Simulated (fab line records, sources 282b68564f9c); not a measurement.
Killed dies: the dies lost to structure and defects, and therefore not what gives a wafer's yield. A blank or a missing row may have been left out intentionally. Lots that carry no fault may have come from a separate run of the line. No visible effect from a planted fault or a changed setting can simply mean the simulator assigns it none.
Comparing a struck lot with a sound one | flow rit_cmos | 44 steps out of a route of 202
Sound: wafers L664.4, L664.5, L664.6. Struck: wafer L672.3. (L672.4, L672.6 of the same lot were not struck and are left out.) The cause comes at the end.
At each step with rows: each side's tool, then ch and its chambers, then its first start. Under that, the readings that differ: sound wafers | struck wafers | difference of the means | sigmas: that difference in standard deviations of wafers without a fault.
alike: words and numbers the same on both sides, and readings whose means are apart by under 2 such deviations; not compared: readings that were withheld, readings missing a value for some wafer, numbers with overlapping values and no deviation given by the record, and bounds like >300 which may hide the same value.
The two part at a step that has a row with sigmas, a row that says differs or no value, or rows on one side only. Numbers that have no deviation but don't overlap get no sigmas and don't part them. A reading missing from all wafers of one side parts the sides only when that side holds two or more wafers.

first, 2 steps without rows for these wafers: RIT_PLDD_PEB_04; RIT_PLDD_DEVELOP_05 (develop time 50 s).
RIT_PLDD_OVL_MEAS_06:
  sound on overlay-02 at day 3 15:43; struck on overlay-02 at day 5 03:24
  alike: PLDD_OVL
then, 2 steps without rows for these wafers: RIT_PLDD_HARDBAKE_07 (time 60 s); RIT_PLDD_IMPLANT_08.
RIT_PLDD_STRIP_09: strips in O2, time 180 s.
  sound on plasma_asher-02 ch 0,1, day 3 16:06; struck on plasma_asher-02 ch 0, day 5 03:47
  alike: drypump_motor_current_A
  not compared: rf_hours_counter_h
RIT_PLDD_TW_MEAS_10:
  sound on film_metro-01 at day 3 16:15; struck on film_metro-02 at day 5 03:55
  alike: PLDD_TW
then, 4 steps without rows for these wafers: RIT_SPACER_CLEAN_00 (cleans in SC1, time 600 s); RIT_SPACER_CLEAN_01 (cleans in dHF, time 30 s); RIT_SPACER_CLEAN_02 (cleans in SC2, time 600 s); RIT_SPACER_CVD_03 (deposits Si3N4 from SiH2Cl2/NH3, target thk 250 nm, time 3300 s).
RIT_SPACER_THK_MEAS_04:
  sound on film_metro-01 at day 3 18:35; struck on film_metro-04 at day 5 06:29
  alike: SPACER_NITRIDE_THK
RIT_SPACER_ETCHBACK_05: etches Si3N4 in SF6/CHF3, stops on SiO2, target depth 250 nm, time 240 s.
  sound on rie_diel-04 ch 0,1,2, day 3 18:41; struck on rie_diel-04 ch 3, day 5 06:32
  reading                                  | sound             | struck | difference                   | sigmas
  rf_fwd_power_W (W)                       | 248.8 249.7 248.4 | 288.5  | +39.5                        | +54
  rf_hours_counter_h (h)                   | - - -             | 113    | no value on the sound wafers |
  model.poly-Si_of_GATE_CVD_08.thk_nm (nm) | 166.6 165.8 166.2 | 163.7  | -2.5                         |
  model.Si3N4_of_SPACER_CVD_03.thk_nm (nm) | 193.3 191.9 194.3 | 191.3  | -1.9                         |
  alike: CHF3_flow_sccm, drypump_motor_current_A, oes_product_au, throttle_valve_pct
then, 6 steps without rows for these wafers: RIT_NSD_HMDS_00 (prime time 60 s); RIT_NSD_COAT_01 (resist thk 1000 nm); RIT_NSD_SOFTBAKE_02 (time 60 s); RIT_NSD_EXPOSE_03 (exposes mask M9, target cd 40700 nm); RIT_NSD_PEB_04; RIT_NSD_DEVELOP_05 (develop time 50 s).
RIT_NSD_OVL_MEAS_06:
  sound on overlay-02 at day 3 19:38; struck on overlay-01 at day 5 07:40
  alike: NSD_OVL
then, 2 steps without rows for these wafers: RIT_NSD_HARDBAKE_07 (time 60 s); RIT_NSD_IMPLANT_08.
RIT_NSD_STRIP_09: strips in O2, time 180 s.
  sound on plasma_asher-01 ch 0,1, day 3 20:01; struck on plasma_asher-03 ch 0, day 5 08:11
  alike: drypump_motor_current_A
  not compared: rf_hours_counter_h
RIT_NSD_TW_MEAS_10:
  sound on film_metro-02 at day 3 20:10; struck on film_metro-02 at day 5 08:19
  alike: NSD_TW
then, 6 steps without rows for these wafers: RIT_PSD_HMDS_00 (prime time 60 s); RIT_PSD_COAT_01 (resist thk 1000 nm); RIT_PSD_SOFTBAKE_02 (time 60 s); RIT_PSD_EXPOSE_03 (exposes mask M10, target cd 40900 nm); RIT_PSD_PEB_04; RIT_PSD_DEVELOP_05 (develop time 50 s).
RIT_PSD_OVL_MEAS_06:
  sound on overlay-01 at day 3 21:11; struck on overlay-01 at day 5 09:20
  alike: PSD_OVL
then, 2 steps without rows for these wafers: RIT_PSD_HARDBAKE_07 (time 60 s); RIT_PSD_IMPLANT_08.
RIT_PSD_STRIP_09: strips in O2, time 180 s.
  sound on plasma_asher-04 ch 0,1, day 3 21:34; struck on plasma_asher-04 ch 0, day 5 09:43
  alike: drypump_motor_current_A
  not compared: rf_hours_counter_h
RIT_PSD_TW_MEAS_10:
  sound on film_metro-01 at day 3 21:43; struck on film_metro-01 at day 5 09:52
  reading | sound          | struck | difference | sigmas
  PSD_TW  | 3402 3420 3440 | 3462   | +41        | +2
then, 2 steps without rows for these wafers: RIT_SDANNEAL_CLEAN_00 (cleans in SC1, time 600 s); RIT_SDANNEAL_CLEAN_01 (cleans in dHF, time 30 s).
RIT_SDANNEAL_CLEAN_02: cleans in SC2, time 600 s.
  sound on wet_bench-02 ch 2, day 3 21:56; struck on wet_bench-03 ch 1, day 5 10:05
  reading                                  | sound             | struck | difference | sigmas
  model.poly-Si_of_GATE_CVD_08.thk_nm (nm) | 162.2 161.4 161.8 | 159.3  | -2.5       |
RIT_SDANNEAL_RTA_03: time 5 s.
  sound on rtp_anneal-01 ch 0, day 3 22:10; struck on rtp_anneal-01 ch 0, day 5 10:17
  alike: wafer_temp_C_max
RIT_SDANNEAL_RS_MEAS_04: measurement is done with a four-point probe.
  sound on film_metro-01 at day 3 22:15; struck on film_metro-02 at day 5 10:22
  reading         | sound                | struck | difference | sigmas
  PSD_RS (ohm/sq) | 116.06 116.23 116.40 | 115.52 | -0.71      | -3
RIT_SDANNEAL_RS_MEAS_05: measurement is done with a four-point probe.
  sound on film_metro-01 at day 3 22:22; struck on film_metro-02 at day 5 10:29
  alike: NSD_RS
RIT_SDANNEAL_RS_MEAS_06: measurement is done with a four-point probe.
  sound on film_metro-01 at day 3 22:29; struck on film_metro-02 at day 5 10:36
  alike: PLDD_RS
RIT_SILICIDE_WET_ETCH_00: etches SiO2 in BOE, target depth 14 nm, time 15 s.
  sound on wet_bench-01 ch 2, day 3 22:40; struck on wet_bench-02 ch 1, day 5 10:48
  reading                                  | sound             | struck | difference | sigmas
  model.Si3N4_of_SPACER_CVD_03.thk_nm (nm) | 192.1 190.7 193.2 | 190.2  | -1.8       |
RIT_M1_PROBE_99:
  sound on prober-02 at day 4 05:35; struck on prober-02 at day 5 17:49
  reading                             | sound             | struck | difference | sigmas
  model.etest.pmos_0p15.r_on_ohm_um   | 2825 2755 2594    | 2891   | +166       |
  model.etest.nmos_0p15.r_on_ohm_um   | 1126 1138 1068    | 1195   | +84        |
  model.etest.nplus_sal.width_nm (nm) | 3456 3456 3451    | 3462   | +8         |
  model.etest.nwell_pinched.rs_ohm_sq | 338.1 341.5 339.9 | 353.9  | +14.1      |
  model.etest.ppoly_line.rs_ohm_sq    | 16.63 16.53 16.7  | 16.8   | +0.2       |
  alike: killed_at_front_end, killed_dies, killed_open, killed_short
  not compared: model.etest.nmos_0p3.r_on_ohm_um, model.etest.pplus_sal.width_nm, model.etest.pwell_pinched.rs_ohm_sq

## WHERE THEY PART
At RIT_SPACER_ETCHBACK_05 first; at RIT_SDANNEAL_RS_MEAS_04 last (within this record only). Later steps at which nothing parts them and some readings are alike: RIT_SDANNEAL_RS_MEAS_05, RIT_SDANNEAL_RS_MEAS_06, RIT_M1_PROBE_99.

WHY: the cause the simulator had injected
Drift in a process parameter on rie_diel-04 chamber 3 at RIT_SPACER_ETCHBACK_05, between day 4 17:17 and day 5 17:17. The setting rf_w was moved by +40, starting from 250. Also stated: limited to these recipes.
